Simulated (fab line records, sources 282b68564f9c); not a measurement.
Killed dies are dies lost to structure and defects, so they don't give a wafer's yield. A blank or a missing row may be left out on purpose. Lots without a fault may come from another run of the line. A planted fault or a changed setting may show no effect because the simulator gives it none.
A struck lot beside a sound one | flow rit_cmos | 20 steps out of a route of 202
Sound: wafers L237.2, L237.4, L237.5. Struck: wafers L246.2, L246.4, L246.6. The cause comes at the end.
At each step with rows: each side's tool, then ch and its chambers, then its first start. Under that, the readings that differ: sound wafers | struck wafers | difference of the means | sigmas: that difference in standard deviations of wafers without a fault.
alike: readings whose means differ by less than 2 such deviations, and words and numbers that are the same on both sides. not compared: withheld readings, readings that some wafer has no value for, bounds like >300 that may hide the same value, and numbers for which the record gives no deviation and whose values overlap.
The two part at a step that has a row with sigmas, a row that says differs or no value, or rows on one side only. Numbers that don't overlap but have no deviation are shown without sigmas and don't part them. A reading that every wafer of one side lacks parts them only if that side has two wafers or more.

first, 2 steps without rows for these wafers: RIT_NWELL_HARDBAKE_07 (time 120 s); RIT_NWELL_IMPLANT_08.
RIT_NWELL_STRIP_09: strips in O2, time 180 s.
  sound on plasma_asher-01 ch 0,1, day 3 22:49; struck on plasma_asher-01 ch 0,1, day 5 20:23
  alike: drypump_motor_current_A, rf_refl_power_W
  not compared: rf_hours_counter_h
RIT_NWELL_TW_MEAS_10:
  sound on film_metro-03, day 3 23:00; struck on film_metro-04, day 5 20:34
  alike: NWELL_TW
then, 6 steps without rows for these wafers: RIT_PWELL_HMDS_00 (prime time 60 s); RIT_PWELL_COAT_01 (resist thk 1300 nm); RIT_PWELL_SOFTBAKE_02 (time 60 s); RIT_PWELL_EXPOSE_03 (exposes mask M3, target cd 43700 nm); RIT_PWELL_PEB_04; RIT_PWELL_DEVELOP_05 (develop time 68 s).
RIT_PWELL_OVL_MEAS_06:
  sound on overlay-02, day 3 23:56; struck on overlay-01, day 5 21:31
  alike: PWELL_OVL
then, 1 step without rows for these wafers: RIT_PWELL_HARDBAKE_07 (time 120 s).
RIT_PWELL_IMPLANT_08:
  sound on implanter-01 ch 0, day 4 00:14; struck on implanter-04 ch 0, day 5 21:49
  reading            | sound                     | struck                       | difference | sigmas
  dose_ions_cm2      | 7e+13 7.004e+13 6.997e+13 | 6.09e+13 6.093e+13 6.101e+13 | -9.06e+12  | -99 or more
  faraday_current_uA | 219 217 222               | 197 197 192                  | -24        | -5
  alike: beam_on_s, end_station_pressure_torr, tilt_deg
RIT_PWELL_STRIP_09: strips in O2, time 180 s.
  sound on plasma_asher-03 ch 0,1, day 4 00:22; struck on plasma_asher-04 ch 0,1, day 5 21:57
  alike: drypump_motor_current_A, rf_refl_power_W
  not compared: rf_hours_counter_h
RIT_PWELL_TW_MEAS_10:
  sound on film_metro-04, day 4 00:33; struck on film_metro-01, day 5 22:08
  reading  | sound       | struck      | difference | sigmas
  PWELL_TW | 956 952 951 | 911 914 914 | -40        | -7
then, 1 step without rows for these wafers: RIT_WELLDRIVE_ANNEAL_00 (time 14700 s).
RIT_WELLDRIVE_RS_MEAS_01: measures by four-point-probe.
  sound on film_metro-03, day 4 06:35; struck on film_metro-01, day 6 03:18
  alike: NWELL_RS
RIT_WELLDRIVE_RS_MEAS_02: measures by four-point-probe.
  sound on film_metro-03, day 4 06:43; struck on film_metro-01, day 6 03:25
  reading           | sound             | struck            | difference | sigmas
  PWELL_RS (ohm/sq) | 428.4 429.5 428.5 | 465.7 467.5 465.2 | +37.3      | +22
then, 1 step without rows for these wafers: RIT_NRETRO_HMDS_00 (prime time 60 s).
RIT_M1_PROBE_99:
  sound on prober-02, day 5 11:08; struck on prober-02, day 7 07:28
  reading                                 | sound             | struck            | difference | sigmas
  model.etest.nmos_0p3.r_on_ohm_um        | 2179 2180 2128    | 2076 2067 2082    | -87        |
  model.etest.pwell_pinched.rs_ohm_sq     | 465.9 461.6 464.1 | 499.8 500.4 501.5 | +36.7      |
  model.etest.pwell.rs_ohm_sq             | 416.8 427 420.7   | 456.2 453.2 461.5 | +35.5      |
  model.etest.nmos_narrow.drive_ua_um     | 227.8 220.1 231.8 | 244.8 247.9 249.5 | +20.8      |
  model.etest.nmos_0p3.drive_ua_um        | 221.3 216.3 224.8 | 242.8 241.9 246.2 | +22.8      |
  model.etest.well_edge_right.line_ohm_um | 183.1 182.5 182.3 | 177.7 179.2 180.9 | -3.4       |
  alike: killed_at_contacts, killed_at_front_end, killed_dies, killed_open, killed_short
  not compared: model.etest.nmos_turned.drive_ua_um, model.etest.nmos_0p15.drive_ua_um

WHERE THEY PART
First at RIT_PWELL_IMPLANT_08; last, within this record, at RIT_WELLDRIVE_RS_MEAS_02. Later steps at which nothing parts them and some readings are alike: RIT_M1_PROBE_99.

WHY: what the simulator had put in
Process parameter drift: implanter-04, from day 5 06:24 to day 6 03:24, at RIT_PWELL_IMPLANT_08. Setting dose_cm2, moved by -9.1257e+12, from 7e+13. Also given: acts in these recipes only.
